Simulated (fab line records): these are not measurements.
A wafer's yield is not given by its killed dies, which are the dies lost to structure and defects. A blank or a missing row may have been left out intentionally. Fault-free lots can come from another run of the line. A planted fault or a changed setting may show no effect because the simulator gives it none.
Split-lot study :: flow rit cmos :: on a route of 202 steps: 5 lots, 23 wafers read

## ON THE SPLIT
At RIT_PLDD_IMPLANT_08, the setting dose cm2 was moved away from the recipe's 9e+14 on 7 of the 23 wafers read, by -7.1% to +4.5%. All remaining wafers had this setting at the recipe value.

## THE PATH FROM SPLIT TO READING: the file shows 1 step between them
- RIT_PLDD_STRIP_09: strips in O2, time 180 s

## THE READING
PLDD_TW, at RIT_PLDD_TW_MEAS_10. A value of 2300 with a standard deviation of 8.3 is what fault-free wafers of this fab line usually give.

wafer: L075.1
tool, chamber at the split: implanter-03, 0
dose cm2 as run: 9e+14
against the recipe: recipe
PLDD_TW: 2292
against lot-mates on the recipe: -

wafer: L075.2
tool, chamber at the split: implanter-03, 0
dose cm2 as run: 9e+14
against the recipe: recipe
PLDD_TW: 2322
against lot-mates on the recipe: -

wafer: L075.3
tool, chamber at the split: implanter-03, 0
dose cm2 as run: 9e+14
against the recipe: recipe
PLDD_TW: 2293
against lot-mates on the recipe: -

wafer: L075.5
tool, chamber at the split: implanter-03, 0
dose cm2 as run: 9e+14
against the recipe: recipe
PLDD_TW: 2301
against lot-mates on the recipe: -

wafer: L075.6
tool, chamber at the split: implanter-03, 0
dose cm2 as run: 9e+14
against the recipe: recipe
PLDD_TW: 2310
against lot-mates on the recipe: -

wafer: L076.1
tool, chamber at the split: implanter-04, 0
dose cm2 as run: 8.377e+14
against the recipe: -6.9%
PLDD_TW: 2269
against lot-mates on the recipe: -31

wafer: L076.2
tool, chamber at the split: implanter-04, 0
dose cm2 as run: 8.377e+14
against the recipe: -6.9%
PLDD_TW: 2270
against lot-mates on the recipe: -30

wafer: L076.4
tool, chamber at the split: implanter-04, 0
dose cm2 as run: 9e+14
against the recipe: recipe
PLDD_TW: 2300
against lot-mates on the recipe: -

wafer: L076.5
tool, chamber at the split: implanter-04, 0
dose cm2 as run: 9e+14
against the recipe: recipe
PLDD_TW: 2304
against lot-mates on the recipe: -

wafer: L076.6
tool, chamber at the split: implanter-04, 0
dose cm2 as run: 9e+14
against the recipe: recipe
PLDD_TW: 2297
against lot-mates on the recipe: -

wafer: L081.1
tool, chamber at the split: implanter-01, 0
dose cm2 as run: 9e+14
against the recipe: recipe
PLDD_TW: 2277
against lot-mates on the recipe: -

wafer: L081.2
tool, chamber at the split: implanter-01, 0
dose cm2 as run: 9e+14
against the recipe: recipe
PLDD_TW: 2289
against lot-mates on the recipe: -

wafer: L081.3
tool, chamber at the split: implanter-01, 0
dose cm2 as run: 9e+14
against the recipe: recipe
PLDD_TW: 2291
against lot-mates on the recipe: -

wafer: L081.4
tool, chamber at the split: implanter-01, 0
dose cm2 as run: 8.357e+14
against the recipe: -7.1%
PLDD_TW: 2252
against lot-mates on the recipe: -34

wafer: L081.6
tool, chamber at the split: implanter-01, 0
dose cm2 as run: 8.357e+14
against the recipe: -7.1%
PLDD_TW: 2253
against lot-mates on the recipe: -33

wafer: L082.2
tool, chamber at the split: implanter-01, 0
dose cm2 as run: 9e+14
against the recipe: recipe
PLDD_TW: 2290
against lot-mates on the recipe: -

wafer: L082.4
tool, chamber at the split: implanter-01, 0
dose cm2 as run: 9e+14
against the recipe: recipe
PLDD_TW: 2303
against lot-mates on the recipe: -

wafer: L082.5
tool, chamber at the split: implanter-01, 0
dose cm2 as run: 9e+14
against the recipe: recipe
PLDD_TW: 2303
against lot-mates on the recipe: -

wafer: L085.2
tool, chamber at the split: implanter-03, 0
dose cm2 as run: 9.409e+14
against the recipe: +4.5%
PLDD_TW: 2333
against lot-mates on the recipe: +24

wafer: L085.3
tool, chamber at the split: implanter-03, 0
dose cm2 as run: 9e+14
against the recipe: recipe
PLDD_TW: 2309
against lot-mates on the recipe: -

wafer: L085.4
tool, chamber at the split: implanter-03, 0
dose cm2 as run: 9.409e+14
against the recipe: +4.5%
PLDD_TW: 2341
against lot-mates on the recipe: +32

wafer: L085.5
tool, chamber at the split: implanter-03, 0
dose cm2 as run: 9.409e+14
against the recipe: +4.5%
PLDD_TW: 2343
against lot-mates on the recipe: +34

wafer: L085.6
tool, chamber at the split: implanter-03, 0
dose cm2 as run: 9e+14
against the recipe: recipe
PLDD_TW: 2309
against lot-mates on the recipe: -

THE FIT
A straight line over all 23 wafers: PLDD_TW changes by +6.39 for each +1% of dose cm2; r = +0.90; the points scatter about the line by 11.
The same after taking each lot's own level away (the mean of its wafers on the recipe; 23 wafers): +5.13 for each +1%; r = +0.93; scatter 7.2.
On that fit, the largest move of dose cm2 shifts the reading by 37.
From 2285.7 to 2309.0: that is the span of the lots' own levels, equal to 2.8 times the standard deviation above.
So the lot-to-lot level changes the slope: the two fits differ.
Check: with one of the wafers moved furthest among these (-7.1%) left out of the fit, the line predicts -35.4 for it against its lot-mates. It came out at -33.7 against them.

## FURTHER SPLITS ON THESE WAFERS
These wafers also went through other splits before the reading. Each is held against what the fit with the lots' levels taken away leaves over:
other split on the same wafers: RIT_ACTIVE_CVD_03 sih2cl2 flow sccm
wafers away from the commonest value: 15
r with PLDD_TW (lot level and that fit taken away): -0.16

other split on the same wafers: RIT_ACTIVE_COAT_06 spin rpm
wafers away from the commonest value: 4
r with PLDD_TW (lot level and that fit taken away): +0.02

other split on the same wafers: RIT_ACTIVE_HARDBAKE_12 temp c
wafers away from the commonest value: 12
r with PLDD_TW (lot level and that fit taken away): -0.08

other split on the same wafers: RIT_NWELL_IMPLANT_08 dose cm2
wafers away from the commonest value: 11
r with PLDD_TW (lot level and that fit taken away): +0.03

other split on the same wafers: RIT_PWELL_IMPLANT_08 energy kev
wafers away from the commonest value: 8
r with PLDD_TW (lot level and that fit taken away): +0.45

other split on the same wafers: RIT_NRETRO_COAT_01 spin rpm
wafers away from the commonest value: 9
r with PLDD_TW (lot level and that fit taken away): -0.09

other split on the same wafers: RIT_NRETRO_IMPLANT_08 energy kev
wafers away from the commonest value: 11
r with PLDD_TW (lot level and that fit taken away): +0.16

other split on the same wafers: RIT_GATE_SOFTBAKE_12 temp c
wafers away from the commonest value: 10
r with PLDD_TW (lot level and that fit taken away): +0.15

other split on the same wafers: RIT_PLDD_COAT_01 resist thk nm
wafers away from the commonest value: 11
r with PLDD_TW (lot level and that fit taken away): -0.09

## THE FILE'S OWN FIT
PLDD_TW changes by +4.91 for each +1% of dose cm2, r = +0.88.
